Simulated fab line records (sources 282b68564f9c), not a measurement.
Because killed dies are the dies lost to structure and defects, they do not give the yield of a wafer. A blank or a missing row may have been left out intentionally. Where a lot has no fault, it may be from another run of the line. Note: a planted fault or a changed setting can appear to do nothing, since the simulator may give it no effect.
8D (eight disciplines) problem report, filled in by code / flow rit-cmos / the parts of the form that need people (team, actions taken, sign-off) are left out

== 1. WHAT WENT WRONG ==
Mean of run-length-s at RIT_SILICIDE_WET_ETCH_05: 104.0 s across 9 wafers in 3 lots; on wafers with no fault it is 146.2 s (standard deviation 2.5). Measured from the usual mean, that is -17 standard deviations.
The step: etches Ti in SPM, time 120 s.
Seen first at day 5 20:13 on wet-bench-03, wafer L577.3. At this step, 45 wafers from 15 lots have a number in the record. Rule for "out", or "out of limits": more than 4 standard deviations from the usual mean. The other wafers with a number count as sound.

== 2. WHAT IT IS AND WHAT IT IS NOT ==
question=which readings at this step | is=run-length-s | is not=bath-guard-temp-C
question=which lots | is=L577, L578, L579 | is not=L567, L568, L569, L570, L571, L574, L575, L576, L580, L582, L583, L585
question=which wafers of those lots | is=all that have a number | is not=-
question=read on which tools | is=wet-bench-03 | is not=wet-bench-01, wet-bench-02
question=when | is=from day 5 20:13 | is not=up to then (24 sound wafers); but 12 sound wafers of L580, L582, L583, L585 came after

== 3. WHAT RULES OUT EACH SUSPECT ==
Counting: any tool at a process step up to the reading is kept as a suspect provided that every lot that is out went through it and no sound lot did after the first of them.
- wet-bench-03 at RIT_SILICIDE_WET_ETCH_05 (etches Ti in SPM, time 120 s): kept. It ran every lot that is out, first L577 (day 5 20:13), and no sound lot after that; its last sound lot up to then is L576 (day 5 12:33). Its own readings are out on those wafers: run-length-s.
Remaining after the count: wet-bench-03 at RIT_SILICIDE_WET_ETCH_05.

== 4. THE CAUSE (what the simulator had put in) ==
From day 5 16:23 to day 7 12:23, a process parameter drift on wet-bench-03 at RIT_SILICIDE_WET_ETCH_05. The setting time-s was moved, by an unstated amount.
This tool alone remained once counting was done.

== 5. SEQUENCE OF EFFECTS, ordered by route ==
One row per reading whose mean, taken over the struck wafers that have a number, lies over 3 standard deviations from the usual. Only readings for which the record gives a usual standard deviation are gone through. hours: the time from each lot's start at the first step in this table that gives one to its start at this step, as a median over the lots. sigmas: the change in usual standard deviations.
hours=0; step=RIT_SILICIDE_WET_ETCH_05; reading=run-length-s; usual=146.2 s; on struck wafers=104.0; change=-42.2; sigmas=-17
Its process steps:
- RIT_SILICIDE_WET_ETCH_05: etches Ti in SPM, time 120 s.

== 6. HOW IT WOULD HAVE BEEN CAUGHT EARLIER ==
First out-of-limits reading in this record: day 5 20:13, which is 4 hours after fault onset at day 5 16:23.
